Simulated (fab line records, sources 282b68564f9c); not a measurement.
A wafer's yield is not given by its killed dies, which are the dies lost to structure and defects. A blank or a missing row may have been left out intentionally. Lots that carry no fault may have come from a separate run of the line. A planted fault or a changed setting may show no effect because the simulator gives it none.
Check for tools in common | flow rit-cmos | 15 lots and 45 wafers in the sample

REASON IT WAS OPENED
At RIT_FOX2_THK_MEAS_91 the reading FIELD_OXIDE_LEFT_2_THK is flagged on 3 of 15 lots. No-fault wafers: 256 nm, standard deviation 7.7.
Rule: flag the lot when none of its wafers has a number, or when each of its wafers that has one lies beyond 4 standard deviations from that mean. All remaining lots are regarded as sound.

lot  | measured    | on            | FIELD_OXIDE_LEFT_2_THK (nm), wafer by wafer | flag
L263 | day 2 09:07 | film-metro-02 | 262 263 263                                 |
L265 | day 2 18:35 | film-metro-04 | 268 263 263                                 |
L266 | day 3 02:28 | film-metro-02 | 250 247 246                                 |
L267 | day 3 08:14 | film-metro-02 | 268 264 266                                 |
L268 | day 3 11:32 | film-metro-04 | 261 262 263                                 |
L269 | day 3 15:46 | film-metro-02 | 249 243 249                                 |
L271 | day 4 00:16 | film-metro-04 | 248 252 252                                 |
L272 | day 4 08:31 | film-metro-01 | 256 254 258                                 |
L273 | day 4 13:16 | film-metro-02 | 255 254 253                                 |
L275 | day 4 21:26 | film-metro-02 | 320 315 324                                 | FLAGGED
L276 | day 5 07:25 | film-metro-04 | 315 313 317                                 | FLAGGED
L277 | day 5 12:08 | film-metro-02 | 297 296 296                                 | FLAGGED
L284 | day 7 02:38 | film-metro-04 | 261 260 260                                 |
L286 | day 7 12:42 | film-metro-02 | 252 260 260                                 |
L285 | day 7 12:49 | film-metro-01 | 267 266 266                                 |
The numbers of the flagged lots are 310 nm on average: +54 nm against the usual, or +7 standard deviations.

EACH LOT AND THE TOOL IT RAN ON
The record holds 1 process step before the reading, out of a route of 202 steps. Read each cell as the tool, then ch plus the chambers that the sampled wafers visited, then the start.
lot  | flag    | RIT_GATE_WET_ETCH_00
L263 |         | wet-bench-03 ch 2, day 2 08:40
L265 |         | wet-bench-03 ch 2, day 2 18:09
L266 |         | wet-bench-02 ch 1, day 3 02:01
L267 |         | wet-bench-02 ch 3, day 3 07:49
L268 |         | wet-bench-03 ch 1, day 3 11:04
L269 |         | wet-bench-03 ch 0, day 3 15:20
L271 |         | wet-bench-03 ch 1, day 3 23:51
L272 |         | wet-bench-01 ch 0, day 4 08:05
L273 |         | wet-bench-02 ch 0, day 4 12:49
L275 | FLAGGED | wet-bench-01 ch 2, day 4 21:01
L276 | FLAGGED | wet-bench-03 ch 1, day 5 06:59
L277 | FLAGGED | wet-bench-03 ch 2, day 5 11:43
L284 |         | wet-bench-01 ch 1, day 7 02:13
L286 |         | wet-bench-02 ch 2, day 7 12:16
L285 |         | wet-bench-01 ch 0, day 7 12:24
These steps, and what they do:
- RIT_GATE_WET_ETCH_00: etches SiO2 in BOE, target depth 56 nm, time 60 s.
- RIT_FOX2_THK_MEAS_91

FLAGGED OVER TOTAL, TOOL BY TOOL (the gauges that took the reading come last)
step                 | tool          | lots run | flagged | share of the flagged lots | sound lots run after its first flagged lot
RIT_GATE_WET_ETCH_00 | wet-bench-01  | 4        | 1       | some                      | 2 (L284,L285)
RIT_GATE_WET_ETCH_00 | wet-bench-02  | 4        | 0       | none                      | -
RIT_GATE_WET_ETCH_00 | wet-bench-03  | 7        | 2       | some                      | 0
RIT_FOX2_THK_MEAS_91 | film-metro-01 | 2        | 0       | none                      | -
RIT_FOX2_THK_MEAS_91 | film-metro-02 | 8        | 2       | some                      | 1 (L286)
RIT_FOX2_THK_MEAS_91 | film-metro-04 | 5        | 1       | some                      | 1 (L284)

WHAT THE TABLE PERMITS
No row of the table ran every flagged lot.

WHAT WAS PUT IN BY THE SIMULATOR
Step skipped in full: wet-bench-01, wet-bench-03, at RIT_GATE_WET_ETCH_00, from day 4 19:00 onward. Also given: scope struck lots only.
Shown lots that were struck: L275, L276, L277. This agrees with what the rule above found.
